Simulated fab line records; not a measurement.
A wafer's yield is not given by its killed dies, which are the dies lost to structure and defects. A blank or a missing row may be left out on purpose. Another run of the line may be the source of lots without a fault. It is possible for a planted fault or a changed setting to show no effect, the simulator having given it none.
fab line records | flow berkeley_cmos170
record lots=5 | wafers=23
route steps=331 shown V2@299 M3@310
start_h: start of the lot's first displayed wafer, in hours after the record's first day | wait_h: hours since the lot's step before | " as in the row above | L1.1+2: one row covering several wafers at once | - either no value or no given start | * or withheld: withheld | < > ~ a bound
route shown NAME@n: names a module that has steps shown in the file, with the first one's number in the route | usual: mean/standard deviation of fault-free wafers | same: alike in all rows | chamber/n: place in a boat | sites: each site's reading | _std_site: the standard deviation of these | _edge_site: the outer-site mean with the inner-site mean subtracted | radius_mm: how far each site lies from the wafer's centre | mask NAME#n: copy n | behind: the tool/chamber that last shaped the wafer | hold: cause of the lot's hold/its duration in hours/its outcome | device: names the non-switching transistor (n, p or np) | end of line: the same wafers' tests at the end of the route | a step with no rows: only its recipe | killed: the dies lost at the first sort to structure and to defects; this is not the yield of the wafer | map: shows each die of a wafer: x if killed, . if not, _ if none is there
set.NAME: setting as actually run; set.NAME@STEP: the setting as run at that earlier step | model.NAME: the simulator's own value behind a step, which no gauge read
lots run with intentionally changed settings; tables by step, rows by wafer
## steps
# step UCB170_V2_COAT_07
# recipe resist=KrF | spin_rpm=1500 | resist_thk_nm=900
lot.wafer | tool           | chamber | start_h | wait_h | set.resist_thk_nm | model.KrF_of_V2_COAT_07.thk_nm
L074.1    | litho_track-04 | 0       | 194.17  | 0.1    | 900               | 899.5
L074.2    | "              | 0       | "       | "      | 900               | 902.8
L074.5    | "              | 0       | "       | "      | 900               | 903.4
L078.1    | litho_track-03 | 0       | 212.85  | 0.1    | 900               | 902.2
L078.3    | "              | 0       | "       | "      | 900               | 904.6
L078.4    | "              | 0       | "       | "      | 900               | 905.6
L078.5    | "              | 0       | "       | "      | 900               | 900
L078.6    | "              | 0       | "       | "      | 900               | 903.6
L080.2    | litho_track-03 | 0       | 216.50  | 0.1    | 900               | 899.9
L080.3    | "              | 0       | "       | "      | 925.9             | 924.9
L080.4    | "              | 0       | "       | "      | 900               | 898
L080.5    | "              | 0       | "       | "      | 925.9             | 928.4
L080.6    | "              | 0       | "       | "      | 925.9             | 925.6
L081.1    | litho_track-02 | 0       | 233.54  | 0.1    | 900               | 900.5
L081.2    | "              | 0       | "       | "      | 900               | 900.8
L081.3    | "              | 0       | "       | "      | 900               | 905.2
L081.5    | "              | 0       | "       | "      | 900               | 905.4
L081.6    | "              | 0       | "       | "      | 900               | 902.6
L084.2    | litho_track-03 | 0       | 252.61  | 0.1    | 900               | 898.7
L084.3+4  | "              | 0       | "       | "      | 871.2             | 871.4
L084.5    | "              | 0       | "       | "      | 871.2             | 871.1
L084.6    | "              | 0       | "       | "      | 900               | 899.2
# step UCB170_V2_EXPOSE_09
# recipe mask_id=VIA2 | target_cd_nm=700 | na=0.5 | sigma_outer=0.6 | source_shape=conventional | dose_mj=37
lot.wafer      | tool           | chamber | start_h | wait_h | mask   | set.dose_mj
L074.1+2+5     | krf_scanner-01 | 0       | 194.47  | 0.1    | VIA2#0 | 37
L078.1+3+6     | krf_scanner-01 | 0       | 213.42  | 0.4    | VIA2#0 | 35.92
L078.4+5       | "              | 0       | "       | "      | VIA2#0 | 37
L080.2+3+6     | krf_scanner-02 | 0       | -       | -      | VIA2#0 | 35.71
L080.4+5       | "              | 0       | "       | "      | VIA2#0 | 37
L081.1+2+5     | krf_scanner-01 | 0       | 233.84  | 0.1    | VIA2#0 | 38.85
L081.3+6       | "              | 0       | "       | "      | VIA2#0 | 37
L084.2+3+4+5+6 | krf_scanner-01 | 0       | 253.02  | 0.2    | VIA2#0 | 37
# step UCB170_V2_PEB_10
# recipe peb_temp_c=128.9 | peb_time_s=withheld | resist=KrF
# step UCB170_V2_DEVELOP_11
# recipe developer=TMAH | develop_time_s=45 | resist=KrF | dev_temp_c=21
# step UCB170_V2_CD_MEAS_12
# recipe target_cd_nm=700
# usual cd_nm=699.8/1.5
lot.wafer | tool      | chamber | start_h | wait_h | set.dose_mj@V2_EXPOSE_09 | cd_nm
L074.1    | cd_sem-02 | -       | 194.86  | -      | 37                       | 698.4
L074.2    | "         | -       | "       | "      | 37                       | 700.3
L074.5    | "         | -       | "       | "      | 37                       | 698.5
L078.1    | cd_sem-02 | -       | 214.76  | -      | 35.92                    | 696.3
L078.3    | "         | -       | "       | "      | 35.92                    | 696.2
L078.4    | "         | -       | "       | "      | 37                       | 702.5
L078.5    | "         | -       | "       | "      | 37                       | 702.1
L078.6    | "         | -       | "       | "      | 35.92                    | 696.7
L080.2    | cd_sem-02 | -       | 218.42  | -      | 35.71                    | 694.9
L080.3    | "         | -       | "       | "      | 35.71                    | 693.6
L080.4    | "         | -       | "       | "      | 37                       | 701.9
L080.5    | "         | -       | "       | "      | 37                       | 701.1
L080.6    | "         | -       | "       | "      | 35.71                    | 695.1
L081.1    | cd_sem-02 | -       | 234.48  | -      | 38.85                    | 708.7
L081.2    | "         | -       | "       | "      | 38.85                    | 707.4
L081.3    | "         | -       | "       | "      | 37                       | 698.8
L081.5    | "         | -       | "       | "      | 38.85                    | 707.6
L081.6    | "         | -       | "       | "      | 37                       | 701.3
L084.2    | cd_sem-02 | -       | 253.91  | -      | 37                       | 698.4
L084.3    | "         | -       | "       | "      | 37                       | 699.2
L084.4    | "         | -       | "       | "      | 37                       | 698.9
L084.5    | "         | -       | "       | "      | 37                       | 700.0
L084.6    | "         | -       | "       | "      | 37                       | 697.5
# step UCB170_V2_ETCH_14
# recipe chemistry=CHF3/CF4/Ar | target=SiO2 | stop_on=Al | CHF3_flow_sccm=45 | cf4_flow_sccm=15 | Ar_flow_sccm=150 | pressure_mtorr=200 | rf_w=700 | target_depth_a=12500 | over_etch_frac=0.25 | time_s=291
lot.wafer | tool        | chamber | start_h | wait_h | set.resist_thk_nm@V2_COAT_07 | set.dose_mj@V2_EXPOSE_09 | model.KrF_of_V2_COAT_07.thk_nm | model.V2.cd_nm
L074.1    | rie_diel-02 | 3       | 195.02  | 0.0    | 900                          | 37                       | 612                            | 700.5
L074.2    | "           | 2       | "       | "      | 900                          | 37                       | 605.2                          | 701.1
L074.5    | "           | 1       | "       | "      | 900                          | 37                       | 616.4                          | 699.7
L078.1    | rie_diel-04 | 3       | 214.91  | 0.0    | 900                          | 35.92                    | 611.2                          | 695.8
L078.3    | "           | 1       | "       | "      | 900                          | 35.92                    | 613.8                          | 697.4
L078.4    | "           | 2       | "       | "      | 900                          | 37                       | 615.1                          | 703
L078.5    | "           | 0       | "       | "      | 900                          | 37                       | 616.1                          | 700.3
L078.6    | "           | 3       | "       | "      | 900                          | 35.92                    | 611.3                          | 695.9
L080.2    | rie_diel-04 | 1       | 218.56  | 0.0    | 900                          | 35.71                    | 608.8                          | 696.7
L080.3    | "           | 2       | "       | "      | 925.9                        | 35.71                    | 631.6                          | 694.4
L080.4    | "           | 3       | "       | "      | 900                          | 37                       | 607.2                          | 701.5
L080.5    | "           | 1       | "       | "      | 925.9                        | 37                       | 636.7                          | 702.1
L080.6    | "           | 0       | "       | "      | 925.9                        | 35.71                    | 639.3                          | 693.4
L081.1    | rie_diel-04 | 2       | 234.64  | 0.0    | 900                          | 38.85                    | 610.5                          | 710
L081.2    | "           | 0       | "       | "      | 900                          | 38.85                    | 618.7                          | 705.6
L081.3    | "           | 1       | "       | "      | 900                          | 37                       | 616.7                          | 700.1
L081.5    | "           | 2       | "       | "      | 900                          | 38.85                    | 616.3                          | 708.9
L081.6    | "           | 3       | "       | "      | 900                          | 37                       | 614.9                          | 700.3
L084.2    | rie_diel-02 | 2       | 254.05  | 0.0    | 900                          | 37                       | 602.9                          | 698.6
L084.3    | "           | 1       | "       | "      | 871.2                        | 37                       | 588.5                          | 699.5
L084.4    | "           | 0       | "       | "      | 871.2                        | 37                       | 586.6                          | 698.9
L084.5    | "           | 0       | "       | "      | 871.2                        | 37                       | 586.4                          | 699.5
L084.6    | "           | 3       | "       | "      | 900                          | 37                       | 611.3                          | 699.1
# step UCB170_V2_STRIP_15
# recipe chemistry=O2 | power_w=400 | pressure_mtorr=3500 | platen_temp_c=withheld | o2_flow_sccm=400 | overash_fraction=0.5
# usual strip_time_to_endpoint_s=15.32/0.14
lot.wafer | tool            | chamber | start_h | wait_h | set.resist_thk_nm@V2_COAT_07 | strip_time_to_endpoint_s
L074.1    | plasma_asher-02 | 1       | 195.20  | 0.1    | 900                          | 15.35
L074.2    | "               | 0       | "       | "      | 900                          | 15.18
L074.5    | "               | 1       | "       | "      | 900                          | 15.45
L078.1    | plasma_asher-04 | 0       | 215.09  | 0.1    | 900                          | 15.35
L078.3    | "               | 1       | "       | "      | 900                          | 15.41
L078.4    | "               | 0       | "       | "      | 900                          | 15.43
L078.5    | "               | 0       | "       | "      | 900                          | 15.45
L078.6    | "               | 1       | "       | "      | 900                          | 15.34
L080.2    | plasma_asher-02 | 0       | 218.74  | 0.1    | 900                          | 15.28
L080.3    | "               | 1       | "       | "      | 925.9                        | 15.82
L080.4    | "               | 0       | "       | "      | 900                          | 15.24
L080.5    | "               | 0       | "       | "      | 925.9                        | 15.87
L080.6    | "               | 1       | "       | "      | 925.9                        | 15.94
L081.1    | plasma_asher-02 | 1       | 234.81  | 0.1    | 900                          | 15.32
L081.2    | "               | 0       | "       | "      | 900                          | 15.51
L081.3    | "               | 0       | "       | "      | 900                          | 15.46
L081.5    | "               | 0       | "       | "      | 900                          | 15.46
L081.6    | "               | 1       | "       | "      | 900                          | 15.42
L084.2    | plasma_asher-04 | 1       | 254.22  | 0.1    | 900                          | 15.15
L084.3    | "               | 1       | "       | "      | 871.2                        | 14.81
L084.4    | "               | 0       | "       | "      | 871.2                        | 14.75
L084.5    | "               | 1       | "       | "      | 871.2                        | 14.74
L084.6    | "               | 0       | "       | "      | 900                          | 15.35
# step UCB170_V2_CD_MEAS_90
# recipe target_cd_nm=700
# usual cd_nm=700.1/1.7
lot.wafer | tool      | chamber | start_h | wait_h | set.dose_mj@V2_EXPOSE_09 | cd_nm
L074.1    | cd_sem-01 | -       | 195.30  | 0.1    | 37                       | 700.5
L074.2    | "         | -       | "       | "      | 37                       | 701.0
L074.5    | "         | -       | "       | "      | 37                       | 700.1
L078.1    | cd_sem-02 | -       | 215.19  | 0.1    | 35.92                    | 695.9
L078.3    | "         | -       | "       | "      | 35.92                    | 697.1
L078.4    | "         | -       | "       | "      | 37                       | 703.1
L078.5    | "         | -       | "       | "      | 37                       | 700.1
L078.6    | "         | -       | "       | "      | 35.92                    | 695.8
L080.2    | cd_sem-01 | -       | 218.86  | 0.1    | 35.71                    | 696.5
L080.3    | "         | -       | "       | "      | 35.71                    | 694.1
L080.4    | "         | -       | "       | "      | 37                       | 701.8
L080.5    | "         | -       | "       | "      | 37                       | 702.2
L080.6    | "         | -       | "       | "      | 35.71                    | 693.5
L081.1    | cd_sem-02 | -       | 234.91  | 0.1    | 38.85                    | 709.9
L081.2    | "         | -       | "       | "      | 38.85                    | 705.6
L081.3    | "         | -       | "       | "      | 37                       | 700.3
L081.5    | "         | -       | "       | "      | 38.85                    | 708.8
L081.6    | "         | -       | "       | "      | 37                       | 700.2
L084.2    | cd_sem-02 | -       | 254.34  | 0.1    | 37                       | 698.7
L084.3    | "         | -       | "       | "      | 37                       | 699.5
L084.4    | "         | -       | "       | "      | 37                       | 699.1
L084.5    | "         | -       | "       | "      | 37                       | 699.6
L084.6    | "         | -       | "       | "      | 37                       | 698.9
# step UCB170_M3_SPUTTER_01
# recipe material=Al | target_thk_nm=900 | time_s=120 | power_w=6000 | chamber_pressure_pa=0.5
lot.wafer | tool           | chamber | start_h | wait_h | set.time_s | model.Al_of_M3_SPUTTER_01.thk_nm
L074.1    | pvd_sputter-02 | -       | 195.48  | 0.0    | 120        | 905.9
L074.2    | "              | -       | "       | "      | 120        | 908.5
L074.5    | "              | -       | "       | "      | 120        | 887.9
L078.1    | pvd_sputter-04 | -       | 215.38  | 0.0    | 120        | 900.1
L078.3    | "              | -       | "       | "      | 120        | 887.5
L078.4    | "              | -       | "       | "      | 130.3      | 981
L078.5    | "              | -       | "       | "      | 120        | 907.5
L078.6    | "              | -       | "       | "      | 130.3      | 980
L080.2    | pvd_sputter-01 | -       | 219.03  | 0.0    | 120        | 917
L080.3    | "              | -       | "       | "      | 120        | 909.2
L080.4    | "              | -       | "       | "      | 120        | 908.3
L080.5    | "              | -       | "       | "      | 120        | 912.7
L080.6    | "              | -       | "       | "      | 120        | 915.1
L081.1    | pvd_sputter-01 | -       | 235.10  | 0.0    | 120        | 895.5
L081.2    | "              | -       | "       | "      | 120        | 907.8
L081.3    | "              | -       | "       | "      | 135.6      | 1022
L081.5    | "              | -       | "       | "      | 135.6      | 1020
L081.6    | "              | -       | "       | "      | 120        | 901.5
L084.2    | pvd_sputter-04 | -       | 254.51  | 0.0    | 128.1      | 970.7
L084.3    | "              | -       | "       | "      | 120        | 901.4
L084.4    | "              | -       | "       | "      | 128.1      | 955.3
L084.5    | "              | -       | "       | "      | 128.1      | 974.5
L084.6    | "              | -       | "       | "      | 120        | 895.9
# step UCB170_M3_RS_MEAS_02
# recipe thk_meas_gauge=four-point-probe | reads=Al_of_M3_SPUTTER_01
# usual M3_AL_RS=0.0322/0.00043
lot.wafer | tool          | chamber | start_h | wait_h | set.time_s@M3_SPUTTER_01 | M3_AL_RS[ohm/sq]
L074.1    | film_metro-03 | -       | 195.57  | 0.0    | 120                      | 0.0319
L074.2    | "             | -       | "       | "      | 120                      | 0.0319
L074.5    | "             | -       | "       | "      | 120                      | 0.0327
L078.1    | film_metro-04 | -       | 215.46  | 0.0    | 120                      | 0.0322
L078.3    | "             | -       | "       | "      | 120                      | 0.0327
L078.4    | "             | -       | "       | "      | 130.3                    | 0.0296
L078.5    | "             | -       | "       | "      | 120                      | 0.0319
L078.6    | "             | -       | "       | "      | 130.3                    | 0.0295
L080.2    | film_metro-01 | -       | 219.13  | 0.1    | 120                      | 0.0315
L080.3    | "             | -       | "       | "      | 120                      | 0.0318
L080.4    | "             | -       | "       | "      | 120                      | 0.0318
L080.5    | "             | -       | "       | "      | 120                      | 0.0317
L080.6    | "             | -       | "       | "      | 120                      | 0.0316
L081.1    | film_metro-03 | -       | 235.18  | 0.0    | 120                      | 0.0323
L081.2    | "             | -       | "       | "      | 120                      | 0.0319
L081.3    | "             | -       | "       | "      | 135.6                    | 0.0283
L081.5    | "             | -       | "       | "      | 135.6                    | 0.0284
L081.6    | "             | -       | "       | "      | 120                      | 0.0322
L084.2    | film_metro-01 | -       | 254.61  | 0.1    | 128.1                    | 0.0297
L084.3    | "             | -       | "       | "      | 120                      | 0.0321
L084.4    | "             | -       | "       | "      | 128.1                    | 0.0303
L084.5    | "             | -       | "       | "      | 128.1                    | 0.0296
L084.6    | "             | -       | "       | "      | 120                      | 0.0323
# step UCB170_M3_THK_MEAS_03
# recipe thk_meas_gauge=xrf | reads=Al_of_M3_SPUTTER_01
# usual M3_AL_THK=895/13
lot.wafer | tool          | chamber | start_h | wait_h | set.time_s@M3_SPUTTER_01 | M3_AL_THK[nm]
L074.1    | film_metro-03 | -       | 195.69  | 0.1    | 120                      | 897
L074.2    | "             | -       | "       | "      | 120                      | 901
L074.5    | "             | -       | "       | "      | 120                      | 882
L078.1    | film_metro-04 | -       | 215.58  | 0.1    | 120                      | 890
L078.3    | "             | -       | "       | "      | 120                      | 885
L078.4    | "             | -       | "       | "      | 130.3                    | 980
L078.5    | "             | -       | "       | "      | 120                      | 900
L078.6    | "             | -       | "       | "      | 130.3                    | 974
L080.2    | film_metro-01 | -       | 219.24  | 0.1    | 120                      | 918
L080.3    | "             | -       | "       | "      | 120                      | 902
L080.4    | "             | -       | "       | "      | 120                      | 901
L080.5    | "             | -       | "       | "      | 120                      | 911
L080.6    | "             | -       | "       | "      | 120                      | 912
L081.1    | film_metro-03 | -       | 235.30  | 0.1    | 120                      | 893
L081.2    | "             | -       | "       | "      | 120                      | 904
L081.3    | "             | -       | "       | "      | 135.6                    | 1017
L081.5    | "             | -       | "       | "      | 135.6                    | 1013
L081.6    | "             | -       | "       | "      | 120                      | 897
L084.2    | film_metro-01 | -       | 254.72  | 0.1    | 128.1                    | 967
L084.3    | "             | -       | "       | "      | 120                      | 900
L084.4    | "             | -       | "       | "      | 128.1                    | 958
L084.5    | "             | -       | "       | "      | 128.1                    | 975
L084.6    | "             | -       | "       | "      | 120                      | 893
# step UCB170_M3_SOFTBAKE_11
# recipe resist=KrF | temp_c=130 | time_s=60
lot.wafer      | tool           | chamber | start_h | wait_h | set.time_s
L074.1+2+5     | litho_track-01 | 0       | -       | -      | 60
L078.1+3+4+5+6 | litho_track-03 | 0       | -       | -      | 60
L080.2+3+4+5+6 | litho_track-04 | 0       | -       | -      | 60
L081.1+6       | litho_track-03 | 0       | -       | -      | 60
L081.2+3+5     | "              | 0       | "       | "      | 63.71
L084.2+5+6     | litho_track-04 | 0       | -       | -      | 60
L084.3+4       | "              | 0       | "       | "      | 51.44
# step UCB170_M3_EXPOSE_12
# recipe mask_id=METAL3 | target_cd_nm=700 | na=0.5 | sigma_outer=0.6 | source_shape=conventional | dose_mj=26
# step UCB170_M3_PEB_13
# recipe peb_temp_c=130 | peb_time_s=withheld | resist=KrF
# step UCB170_M3_ETCH_17
# recipe chemistry=N2/H2 | target_depth_a=withheld | overetch_a=withheld | target=BARC | time_s=withheld | source_w=500 | bias_w=100 | pressure_mtorr=30 | n2_flow_sccm=100 | h2_flow_sccm=200
# step UCB170_M3_METAL_ETCH_18
# recipe chemistry=Cl2/BCl3 | target=Al | stop_on=SiO2 | pressure_mtorr=12 | target_depth_a=11700 | over_etch_frac=0.3 | time_s=195 | icp_w=600 | bias_w=120 | Cl2_flow_sccm=90 | bcl3_flow_sccm=45
# usual oes_product_au=0.847/0.014
lot.wafer | tool         | chamber | start_h | wait_h | set.time_s@M3_SPUTTER_01 | oes_product_au
L074.1    | rie_metal-02 | 0       | 197.57  | -      | 120                      | 0.850
L074.2    | "            | 1       | "       | "      | 120                      | 0.859
L074.5    | "            | 1       | "       | "      | 120                      | 0.850
L078.1    | rie_metal-04 | 0       | 219.70  | -      | 120                      | 0.861
L078.3    | "            | 1       | "       | "      | 120                      | 0.821
L078.4    | "            | 0       | "       | "      | 130.3                    | 0.909
L078.5    | "            | 1       | "       | "      | 120                      | 0.844
L078.6    | "            | 0       | "       | "      | 130.3                    | 0.903
L080.2    | rie_metal-04 | 1       | 223.12  | -      | 120                      | 0.852
L080.3    | "            | 1       | "       | "      | 120                      | 0.837
L080.4    | "            | 0       | "       | "      | 120                      | 0.868
L080.5    | "            | 1       | "       | "      | 120                      | 0.840
L080.6    | "            | 0       | "       | "      | 120                      | 0.869
L081.1    | rie_metal-01 | 0       | 239.76  | -      | 120                      | 0.857
L081.2    | "            | 1       | "       | "      | 120                      | 0.840
L081.3    | "            | 0       | "       | "      | 135.6                    | 0.927
L081.5    | "            | 1       | "       | "      | 135.6                    | 0.897
L081.6    | "            | 0       | "       | "      | 120                      | 0.854
L084.2    | rie_metal-01 | 1       | 257.05  | -      | 128.1                    | 0.874
L084.3    | "            | 1       | "       | "      | 120                      | 0.836
L084.4    | "            | 0       | "       | "      | 128.1                    | 0.878
L084.5    | "            | 1       | "       | "      | 128.1                    | 0.867
L084.6    | "            | 0       | "       | "      | 120                      | 0.851
## key
split step=UCB170_V2_COAT_07 | setting=resist_thk_nm | stated=900 | by=wafer
response step=UCB170_V2_COAT_07 | reading=model.KrF_of_V2_COAT_07.thk_nm | change=+9.02 | per=1% | r=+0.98
response step=UCB170_V2_ETCH_14 | reading=model.KrF_of_V2_COAT_07.thk_nm | change=+7.77 | per=1% | r=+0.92
response step=UCB170_V2_STRIP_15 | reading=strip_time_to_endpoint_s | change=* | per=1% | r=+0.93
split step=UCB170_V2_EXPOSE_09 | setting=dose_mj | stated=37 | by=wafer
response step=UCB170_V2_CD_MEAS_12 | reading=cd_nm | change=+1.78 | per=1% | r=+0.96
response step=UCB170_V2_ETCH_14 | reading=model.V2.cd_nm | change=+1.74 | per=1% | r=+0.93
response step=UCB170_V2_CD_MEAS_90 | reading=cd_nm | change=+1.76 | per=1% | r=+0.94
split step=UCB170_M3_SPUTTER_01 | setting=time_s | stated=120 | by=wafer
response step=UCB170_M3_SPUTTER_01 | reading=model.Al_of_M3_SPUTTER_01.thk_nm | change=+9.44 | per=1% | r=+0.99
response step=UCB170_M3_RS_MEAS_02 | reading=M3_AL_RS | change=-0.000305 | per=1% | r=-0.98
response step=UCB170_M3_THK_MEAS_03 | reading=M3_AL_THK | change=+9.45 | per=1% | r=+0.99
response step=UCB170_M3_METAL_ETCH_18 | reading=oes_product_au | change=+0.00539 | per=1% | r=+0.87
split step=UCB170_M3_SOFTBAKE_11 | setting=time_s | stated=60 | by=wafer
response none clear
